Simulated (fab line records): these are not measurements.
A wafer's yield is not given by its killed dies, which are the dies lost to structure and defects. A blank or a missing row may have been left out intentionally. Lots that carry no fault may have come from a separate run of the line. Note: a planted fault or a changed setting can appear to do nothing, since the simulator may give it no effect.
Which tool did it? | flow berkeley_cmos170 | 7 lots, 21 wafers sampled, at 1 step of a route of 331

## WHAT THE GAUGES SHOWED, per wafer
UCB170_NWELL_THK_MEAS_02.
lot  | measured    | on            | NWELL_OXIDE_THK (nm)
L932 | day 2 08:26 | film_metro-04 | 27.0 26.4 26.9
L934 | day 2 20:24 | film_metro-01 | 27.3 27.4 27.1
L935 | day 3 05:10 | film_metro-01 | 26.0 26.0 25.7
L938 | day 3 16:27 | film_metro-01 | 26.2 25.8 25.9
L940 | day 4 01:52 | film_metro-01 | 27.5 27.5 27.7
L944 | day 4 22:45 | film_metro-04 | 26.3 26.5 26.0
L946 | day 5 05:09 | film_metro-04 | 26.5 26.1 26.4

## TOOL THAT RAN EACH LOT (tool first, then ch and the chambers of the sampled wafers, then the start)
The record holds no process step before these readings.

## THE ANSWER, worked out from the rows above alone
Rule: usual is defined by the lots themselves. The widest of any qualifying gaps counts: lots, ordered by their means at a reading, are off when they make up no more than a third of the lots, leave a main group of 4 or more, and stand apart from it by 3 or more times the standard deviation of that group's means. A main group is skipped when, at the precision printed for the reading in the tables above, its means are all equal. Also off: a lot with no number at a reading for which 4 or more lots have one. Any other lot the step has rows for is counted as sound.
No lot is off at any reading shown: from this, nothing can be told.

## WHAT HAD BEEN PUT IN BY THE SIMULATOR
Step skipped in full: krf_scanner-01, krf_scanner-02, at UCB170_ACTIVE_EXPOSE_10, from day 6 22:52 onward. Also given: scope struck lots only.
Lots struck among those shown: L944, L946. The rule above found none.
